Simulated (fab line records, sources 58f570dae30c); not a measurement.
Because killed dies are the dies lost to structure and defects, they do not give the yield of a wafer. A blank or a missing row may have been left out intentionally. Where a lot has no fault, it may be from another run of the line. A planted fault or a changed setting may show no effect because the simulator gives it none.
The tool behind it: which one?	flow berkeley-cmos170	Sampling: 14 lots, 42 wafers, 5 of 331 route steps

WHAT THE GAUGES SHOWED, per wafer
UCB170_GATE_THK_MEAS_05. Usual: GATE_POLY_THK typically reads 212.8 nm, with standard deviation 2.5.
lot	measured	on	GATE_POLY_THK (nm)	flag
L320	day 7 01:13	film-metro-04	217.5 216.0 216.2	
L323	day 7 20:35	film-metro-04	212.5 213.2 213.1	
L321	day 7 20:35	film-metro-03	215.2 216.1 214.4	
L322	day 7 20:37	film-metro-02	215.5 213.6 213.6	
L324	day 8 05:15	film-metro-03	209.8 211.9 211.7	
L326	day 9 05:35	film-metro-03	213.7 214.3 215.0	
L329	day 9 14:25	film-metro-03	210.7 211.1 209.9	
L330	day 9 14:25	film-metro-04	215.4 215.7 212.9	
L331	day 10 04:13	film-metro-04	210.7 211.4 212.0	
L332	day 10 04:13	film-metro-02	211.6 211.0 209.5	
L335	day 11 06:52	film-metro-04	210.0 210.2 210.9	
L336	day 11 16:30	film-metro-03	214.1 214.9 214.4	
L338	day 11 16:30	film-metro-04	207.0 208.9 208.4	
L341	day 12 04:47	film-metro-03	214.2 213.6 214.1	

UCB170_GATE_CD_MEAS_12: target cd 350 nm. Usual: cd-nm reads 349.9 nm (standard deviation 1.2).
lot	measured	on	cd-nm (nm)	flag
L320	day 7 02:16	cd-sem-01	348.4 349.5 348.9	
L323	day 7 22:13	cd-sem-01	350.2 350.1 349.0	
L321	day 7 21:30	cd-sem-02	350.2 348.7 351.0	
L322	day 7 22:01	cd-sem-02	348.3 350.5 349.7	
L324	day 8 06:17	cd-sem-01	350.0 349.5 349.1	
L326	day 9 06:38	cd-sem-01	351.0 350.8 350.6	
L329	day 9 15:38	cd-sem-02	348.9 347.7 348.8	
L330	day 9 16:22	cd-sem-02	352.2 352.1 354.0	
L331	day 10 05:22	cd-sem-02	348.3 349.3 348.5	
L332	day 10 05:08	cd-sem-01	348.9 350.8 348.5	
L335	day 11 07:55	cd-sem-01	349.4 349.4 350.6	
L336	day 11 18:05	cd-sem-02	352.3 350.5 351.1	
L338	day 11 17:56	cd-sem-02	351.3 350.7 349.6	
L341	day 12 06:08	cd-sem-01	349.8 349.7 349.5	

UCB170_PLDD_OVL_MEAS_07. Usual: PLDD_OVL typically reads -1 nm, with standard deviation 6.3.
lot	measured	on	PLDD_OVL (nm)	flag
L320	day 7 04:32	overlay-01	-11 -8 -3	
L323	day 8 00:01	overlay-01	-7 4 9	
L321	day 7 23:18	overlay-01	1 1 4	
L322	day 7 23:34	overlay-02	4 8 4	
L324	day 8 08:00	overlay-01	-4 9 5	
L326	day 9 08:20	overlay-01	-3 7 -8	
L329	day 9 17:22	overlay-01	8 4 4	
L330	day 9 21:23	overlay-01	1 1 5	
L331	day 10 07:43	overlay-02	-2 9 2	
L332	day 10 06:53	overlay-01	-6 3 -4	
L335	day 11 09:39	overlay-01	-15 -2 -8	
L336	day 11 20:20	overlay-01	-7 -11 -3	
L338	day 11 20:12	overlay-02	-5 1 -1	
L341	day 12 08:10	overlay-01	3 5 1	

UCB170_SDANNEAL_RS_MEAS_04: measures by four-point-probe. Usual: PLDD_RS typically reads 1033.3 ohm/sq, with standard deviation 2.9.
lot	measured	on	PLDD_RS (ohm/sq)	flag
L320	day 8 00:52	film-metro-04	1032.0 1035.8 1035.5	
L323	day 8 19:05	film-metro-04	1034.4 1034.3 1034.6	
L321	day 8 18:32	film-metro-02	1034.8 1035.9 1035.0	
L322	day 8 18:53	film-metro-01	1035.1 1033.4 1033.3	
L324	day 8 19:22	film-metro-02	1036.7 1032.5 1031.8	
L326	day 9 23:53	film-metro-02	1037.8 1036.8 1037.3	
L329	day 10 10:44	film-metro-02	1037.6 1037.3 1034.8	
L330	day 10 11:00	film-metro-04	1033.8 1035.5 1036.0	
L331	day 10 23:44	film-metro-02	1033.0 1037.5 1033.8	
L332	day 10 22:55	film-metro-02	1030.7 1029.8 1029.0	
L335	day 12 03:16	film-metro-02	1030.5 1031.9 1033.0	
L336	day 12 12:23	film-metro-04	1022.9 1026.8 1026.5	
L338	day 12 11:40	film-metro-01	1034.0 1032.8 1029.3	
L341	day 12 23:41	film-metro-02	1027.1 1026.5 1024.5	

WHICH TOOL RAN EACH LOT (tool, then ch and the chambers of the sampled wafers, then the start)
lot	UCB170_PLDD_IMPLANT_08
L320	implanter-01 ch 0, day 7 04:36
L323	implanter-03 ch 0, day 8 00:04
L321	implanter-01 ch 0, day 7 23:21
L322	implanter-02 ch 0, day 7 23:40
L324	implanter-02 ch 0, day 8 08:04
L326	implanter-03 ch 0, day 9 08:24
L329	implanter-02 ch 0, day 9 17:25
L330	implanter-03 ch 0, day 9 21:26
L331	implanter-02 ch 0, day 10 07:47
L332	implanter-03 ch 0, day 10 06:56
L335	implanter-01 ch 0, day 11 09:45
L336	implanter-03 ch 0, day 11 20:25
L338	implanter-02 ch 0, day 11 20:16
L341	implanter-03 ch 0, day 12 08:13
- UCB170_PLDD_IMPLANT_08

AS READ BY THE TOOLS THEMSELVES (means over the sampled wafers that have a number; for cases with no such wafer, the mark the record gives instead)
UCB170_PLDD_IMPLANT_08. Usual: dose-ions-cm2 5e+13, standard deviation 5.2e+10; rotation-deg 0.000 degrees, standard deviation 0.019.
lot	tool	dose-ions-cm2	rotation-deg (degrees)	flag
L320	implanter-01	5e+13	0.014	
L323	implanter-03	5e+13	-0.020	
L321	implanter-01	5e+13	0.021	
L322	implanter-02	5e+13	-0.016	
L324	implanter-02	5e+13	0.020	
L326	implanter-03	5e+13	0.017	
L329	implanter-02	5e+13	-0.005	
L330	implanter-03	5e+13	-0.022	
L331	implanter-02	5e+13	-0.013	
L332	implanter-03	5e+13	-0.010	
L335	implanter-01	5e+13	-0.008	
L336	implanter-03	5e+13	0.009	
L338	implanter-02	5e+13	0.020	
L341	implanter-03	5e+13	0.005	

THE ANSWER, worked out from the rows above alone
Rule: take the mean of a lot's wafers that have a number; if it is more than 3 standard deviations from the usual mean, the lot is off. Also off: a lot with no number at a reading for which 4 or more lots have one. Any other lot the step has rows for is counted as sound. First the gauges in route order, then the tools' own readings, where a lot's mean is used as printed above. The first step at which some lot is off is used, and at that step the reading that is off furthest; a lot without a number counts as furthest.
None of the lots is off at any reading shown; this tells nothing.

WHAT WAS PUT IN BY THE SIMULATOR
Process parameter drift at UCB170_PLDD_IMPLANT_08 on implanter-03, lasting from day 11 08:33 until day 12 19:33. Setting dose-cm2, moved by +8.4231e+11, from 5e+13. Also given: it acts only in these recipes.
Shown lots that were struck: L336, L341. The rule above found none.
